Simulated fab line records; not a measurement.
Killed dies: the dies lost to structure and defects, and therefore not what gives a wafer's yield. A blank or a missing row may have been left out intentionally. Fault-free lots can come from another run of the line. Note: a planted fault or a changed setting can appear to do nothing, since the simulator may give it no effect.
Lot-split experiment	flow rit-cmos	on a route of 202 steps: 5 lots, 23 wafers read

== ABOUT THE SPLIT ==
At RIT_ACTIVE_EXPOSE_08 (exposes mask M1, target cd 1400 nm), the setting dose-mj was moved away from the recipe's 225 on 8 of the 23 wafers read, by -7.4% to -3.3%. The other wafers ran this setting at the recipe's value.

== FROM THE SPLIT TO THE READING: what the file shows between them, 6 steps ==
- RIT_ACTIVE_PEB_09
- RIT_ACTIVE_DEVELOP_10: develop time 50 s
- RIT_ACTIVE_CD_MEAS_11: target cd 1400 nm
- RIT_ACTIVE_HARDBAKE_12: time 60 s
- RIT_ACTIVE_ETCH_13: etches Si3N4 in SF6, stops on SiO2, time 210 s, target depth 210 nm
- RIT_ACTIVE_STRIP_14: strips in O2, time 180 s

== THE READING ==
cd-nm (nm) at RIT_ACTIVE_CD_MEAS_90, where the cd target is 1400 nm. A value of 1400.1 nm with a standard deviation of 1.9 nm is what fault-free wafers of this fab line usually give.

wafer	tool, chamber at the split	dose-mj as run	against the recipe	cd-nm, nm	against lot-mates on the recipe
L076.1	iline-stepper-01, 0	225	recipe	1402.8	-
L076.2	iline-stepper-01, 0	225	recipe	1404.0	-
L076.3	iline-stepper-01, 0	225	recipe	1402.3	-
L076.5	iline-stepper-01, 0	225	recipe	1401.8	-
L076.6	iline-stepper-01, 0	225	recipe	1405.2	-
L081.2	iline-stepper-02, 0	215.3	-4.3%	1418.3	+15.2
L081.3	iline-stepper-02, 0	225	recipe	1403.5	-
L081.4	iline-stepper-02, 0	215.3	-4.3%	1412.7	+9.7
L081.5	iline-stepper-02, 0	225	recipe	1402.6	-
L081.6	iline-stepper-02, 0	215.3	-4.3%	1414.4	+11.4
L083.1	iline-stepper-02, 0	225	recipe	1404.6	-
L083.2	iline-stepper-02, 0	217.6	-3.3%	1409.7	+7.3
L083.4	iline-stepper-02, 0	225	recipe	1401.1	-
L083.5	iline-stepper-02, 0	225	recipe	1401.5	-
L083.6	iline-stepper-02, 0	217.6	-3.3%	1413.5	+11.1
L084.1	iline-stepper-02, 0	208.4	-7.4%	1422.4	+21.0
L084.3	iline-stepper-02, 0	225	recipe	1401.4	-
L084.4	iline-stepper-02, 0	225	recipe	1401.4	-
L084.5	iline-stepper-02, 0	208.4	-7.4%	1422.0	+20.6
L084.6	iline-stepper-02, 0	208.4	-7.4%	1421.1	+19.7
L085.3	iline-stepper-01, 0	225	recipe	1396.0	-
L085.5	iline-stepper-01, 0	225	recipe	1395.6	-
L085.6	iline-stepper-01, 0	225	recipe	1395.8	-

THE FIT
A straight line over all 23 wafers: cd-nm changes by -2.89 nm for each +1% of dose-mj; r = -0.94; the points scatter about the line by 2.8 nm.
The same after taking each lot's own level away (the mean of its wafers on the recipe; 23 wafers): -2.78 nm for each +1%; r = -0.98; scatter 1.4 nm.
According to that fit, moving dose-mj by its largest amount changes the reading by 20 nm.
The span of the lots' own levels, 1395.80 to 1403.22 nm, comes to 3.9 times the standard deviation stated above.
The two slopes are in agreement: the lot-to-lot level therefore moves the slope only a little.
Check: +20.4 nm against its lot-mates is what the line predicts for one of the wafers moved furthest among these (-7.4%) when that wafer is left out of the fit. Against them it came out at +21 nm.

== OTHER SPLITS APPLIED TO THESE WAFERS ==
Other splits were also applied to these wafers ahead of the reading. Each is held against what the fit with the lots' levels taken away leaves over:
other split on the same wafers	wafers away from the commonest value	r with cd-nm (lot level and that fit taken away)
RIT_ACTIVE_COAT_06 resist-thk-nm	8	+0.51

== THE WHOLE CHAIN: every reading that the file lists as answering this split, in the file's order ==
step	what it does	reading	change (the file's fit)	r (the file's)
RIT_ACTIVE_CD_MEAS_11	target cd 1400 nm	cd-nm	-2.74 nm for each +1% of the setting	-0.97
RIT_ACTIVE_ETCH_13	etches Si3N4 in SF6, stops on SiO2, time 210 s, target depth 210 nm	ACTIVE.cd-nm (the simulator's own value, which no gauge read)	-2.8 nm for each +1% of the setting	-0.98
RIT_ACTIVE_CD_MEAS_90	target cd 1400 nm	cd-nm	-2.78 nm for each +1% of the setting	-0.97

== FILE'S OWN FIT ==
cd-nm changes by -2.78 nm for each +1% of dose-mj, r = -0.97.
